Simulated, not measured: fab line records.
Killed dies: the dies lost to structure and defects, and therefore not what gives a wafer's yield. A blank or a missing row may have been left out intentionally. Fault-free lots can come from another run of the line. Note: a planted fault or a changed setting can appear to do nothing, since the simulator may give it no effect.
A single fault, viewed from 2 desks / flow ritCmos / each desk holds nothing but its own numbers, with what lay behind them at the end

METROLOGY DESK
What the gauges read for every lot (on any tool): the sampled wafers with a number, averaged. A lot is out of limits, marked OUT, if its mean lies more than 4 standard deviations from the usual mean; the brackets give that distance.
Columns: A = NSD_RS at RIT_SDANNEAL_RS_MEAS_05, usual 84.3 ohm/sq
lot=L717; first seen here=day 3 15:24; A=83.8
lot=L718; first seen here=day 3 19:02; A=84.1
lot=L719; first seen here=day 4 02:10; A=83.7
lot=L720; first seen here=day 4 06:16; A=84.6
lot=L721; first seen here=day 4 10:13; A=84.3
lot=L722; first seen here=day 4 19:43; A=84.4
lot=L724; first seen here=day 4 22:57; A=84.4
lot=L725; first seen here=day 5 11:44; A=84.6
lot=L727; first seen here=day 5 15:44; A=84.4
lot=L729; first seen here=day 5 23:37; A=84.2
lot=L734; first seen here=day 7 06:22; A=84.1
lot=L735; first seen here=day 7 08:45; A=84.7
lot=L736; first seen here=day 7 12:46; A=84.4
lot=L738; first seen here=day 7 21:06; A=84.6
Result from this desk: across the 14 lots, nothing is out of limits.

FOR THE TOOL OWNER'S DESK: lithoTrack-02
At RIT_GATE_SOFTBAKE_12 (time 60 s), the tool's own readings, given per lot that ran on this tool as the mean of the sampled wafers with a number. A lot is out of limits, marked OUT, if its mean lies more than 4 standard deviations from the usual mean; the brackets give that distance.
Columns: A = heaterPowerTotalW at RIT_GATE_SOFTBAKE_12, usual 34.55 W; B = plateTempC at RIT_GATE_SOFTBAKE_12, usual 89.99 C
lot=L718; first seen here=day 3 05:09; A=34.61; B=90.03
lot=L720; first seen here=day 3 13:54; A=34.52; B=89.99
lot=L722; first seen here=day 4 03:53; A=34.51; B=89.98
lot=L724; first seen here=day 4 06:26; A=34.57; B=89.96
lot=L734; first seen here=day 6 15:42; A=34.20 (-7.5) OUT; B=89.31 (-5.6) OUT
lot=L735; first seen here=day 6 17:18; A=34.17 (-8.2) OUT; B=89.11 (-7.4) OUT
This desk's verdict: out of limits on L734, L735, starting with L734 at day 6 15:42 (heaterPowerTotalW at RIT_GATE_SOFTBAKE_12). L718, L720, L722, L724 stayed within limits.

BROUGHT TOGETHER
An alarm could have come from the tool owner's desk at day 6 15:42, on L734, L735.
Metrology desk: nothing out of limits seen.
The metrology desk holds a record of L734, L735, inside its limits.
Every lot named ran RIT_GATE_SOFTBAKE_12 on lithoTrack-02.

WHAT THE SIMULATOR HAD INSERTED
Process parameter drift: lithoTrack-02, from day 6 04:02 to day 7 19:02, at RIT_GATE_SOFTBAKE_12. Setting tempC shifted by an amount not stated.
Shown lots that were struck: L734, L735.
Hours from the fault's start to each desk's first reading out of limits: the tool owner's desk, 12.
